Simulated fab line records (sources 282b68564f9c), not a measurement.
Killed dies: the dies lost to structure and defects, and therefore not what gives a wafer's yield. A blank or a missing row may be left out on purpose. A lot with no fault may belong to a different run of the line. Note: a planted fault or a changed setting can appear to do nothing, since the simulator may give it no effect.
The same fault as seen by 2 desks	flow ritCmos	what lay behind the numbers comes last; until then each desk has only its own

TOOL OWNER'S DESK, furnace-02
Per lot that ran on this tool, the mean of the sampled wafers carrying a number, from the tool's own readings at RIT_M1_ANNEAL_15 (time 1800 s). A lot is out of limits, marked OUT, if its mean lies more than 4 standard deviations from the usual mean; the brackets give that distance.
Columns: A = zonePowerCentrePct at RIT_M1_ANNEAL_15, usual 16.79 %
lot	first seen here	A
L354	day 3 12:55	16.54
L355	day 3 21:55	16.76
L356	day 4 02:16	16.63
L357	day 4 06:14	16.80
L358	day 4 16:43	16.86
L359	day 4 22:13	16.68
L360	day 5 07:59	16.86
L362	day 5 21:10	16.84
L363	day 6 05:53	16.82
L364	day 6 16:03	16.60
L366	day 6 20:47	16.84
L365	day 6 22:17	16.78
L369	day 7 14:44	16.91
L372	day 8 03:07	16.82
Finding of this desk: none of the 14 lots has anything out of limits.

FROM THE METROLOGY DESK
Means of the sampled wafers that have a number, per lot and without regard to the tool the lot ran on: this is what the gauges read. A lot is out of limits, marked OUT, if its mean lies more than 4 standard deviations from the usual mean; the brackets give that distance.
Columns: A = cdNm at RIT_M1_CD_MEAS_09, usual 2600.2 nm; B = M1_BOW at RIT_M1_BOW_MEAS_16, usual 18 um
lot	first seen here	A	B
L354	day 3 11:53	2603.2	17
L355	day 3 20:53	2599.7	19
L356	day 4 01:14	2597.9	16
L357	day 4 05:12	2604.3	26
L358	day 4 15:43	2598.8	21
L359	day 4 21:11	2600.1	16
L360	day 5 06:58	2598.3	17
L362	day 5 20:08	2601.3	7
L363	day 6 04:41	2600.2	21
L364	day 6 14:46	2598.4	14
L366	day 6 19:15	2598.6	12
L365	day 6 19:50	2605.4	23
L369	day 7 13:43	2599.2	16
L372	day 8 02:08	2601.3	9
Finding of this desk: none of the 14 lots has anything out of limits.

PUT TOGETHER
Nothing out of limits was seen by the tool owner's desk.
From the metrology desk's view, nothing was out of limits.

WHAT HAD BEEN PUT IN BY THE SIMULATOR
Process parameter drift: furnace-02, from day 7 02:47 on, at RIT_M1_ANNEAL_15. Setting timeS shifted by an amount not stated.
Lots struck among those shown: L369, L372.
